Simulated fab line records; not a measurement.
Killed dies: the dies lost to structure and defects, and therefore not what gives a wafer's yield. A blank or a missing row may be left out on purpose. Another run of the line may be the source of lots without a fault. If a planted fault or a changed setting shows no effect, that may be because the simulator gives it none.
8D (eight disciplines) problem report, filled in by code -- flow berkeley_cmos170 -- the parts of the form that need people (team, actions taken, sign-off) are left out

== 1. THE PROBLEM ==
dose_ions_cm2 at UCB170_NWELL_IMPLANT_14 reads a mean of 1.100e+13 on 6 wafers of 2 lots; wafers without a fault read 9.998e+12 with a standard deviation of 1.1e+10. That is +91 standard deviations from the usual mean.
The first sign was on wafer L795.3 at day 4 18:08, on implanter-02. Wafers with a number at this step in the record: 42, from 14 lots. Rule for "out" (also "out of limits"): further than 4 standard deviations from the usual mean. Any other wafer with a number is counted as sound.

== 2. WHAT IT IS AND WHAT IT IS NOT ==
question,is,is not
which readings at this step,"dose_ions_cm2, faraday_current_uA",-
which lots,"L795, L796","L783, L784, L785, L786, L788, L789, L790, L791, L792, L794, L798, L804"
which wafers of those lots,all that have a number,-
read on which tools,implanter-02,"implanter-01, implanter-03"
when,from day 4 18:08,"up to then (30 sound wafers); but 6 sound wafers of L798, L804 came after"

== 3. THE SUSPECTS, EACH WITH WHAT RULES IT OUT ==
Counting: a tool stays on the suspect list if, at a process step up to the reading, it processed all lots that are out and no sound lot following the first of them.
- implanter-02 at UCB170_NWELL_IMPLANT_14: kept. It ran every lot that is out, first L795 (day 4 18:08), and no sound lot after that; its last sound lot up to then is L794 (day 4 15:29). Its own dose_ions_cm2, faraday_current_uA readings are out on those wafers.
Left after counting: implanter-02 at UCB170_NWELL_IMPLANT_14.

== 4. THE CAUSE (what the simulator had put in) ==
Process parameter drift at UCB170_NWELL_IMPLANT_14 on implanter-02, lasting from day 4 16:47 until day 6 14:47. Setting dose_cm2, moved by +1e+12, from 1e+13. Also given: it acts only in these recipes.
The count eliminated every tool but this one.

== 5. THE CHAIN OF EFFECTS, in route order ==
Each row: a reading where the mean over the struck wafers with a number is more than 3 standard deviations away from the usual. Scope: only readings with a usual standard deviation given in the record; hours: median across lots of the time from each lot's start at the first step in this table that gives one to its start at this step; sigmas: change in usual standard deviations.
hours,step,reading,usual,on struck wafers,change,sigmas
0,UCB170_NWELL_IMPLANT_14,dose_ions_cm2,9.998e+12,1.100e+13,+9.980e+11,+91
0,UCB170_NWELL_IMPLANT_14,faraday_current_uA,31.8,35.0,+3.2,+5.4
Here are the process steps it includes:
- UCB170_NWELL_IMPLANT_14

== 6. HOW IT WOULD HAVE BEEN CAUGHT EARLIER ==
In this record the first reading out of limits was taken at day 4 18:08, 1 hour after the fault began at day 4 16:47.
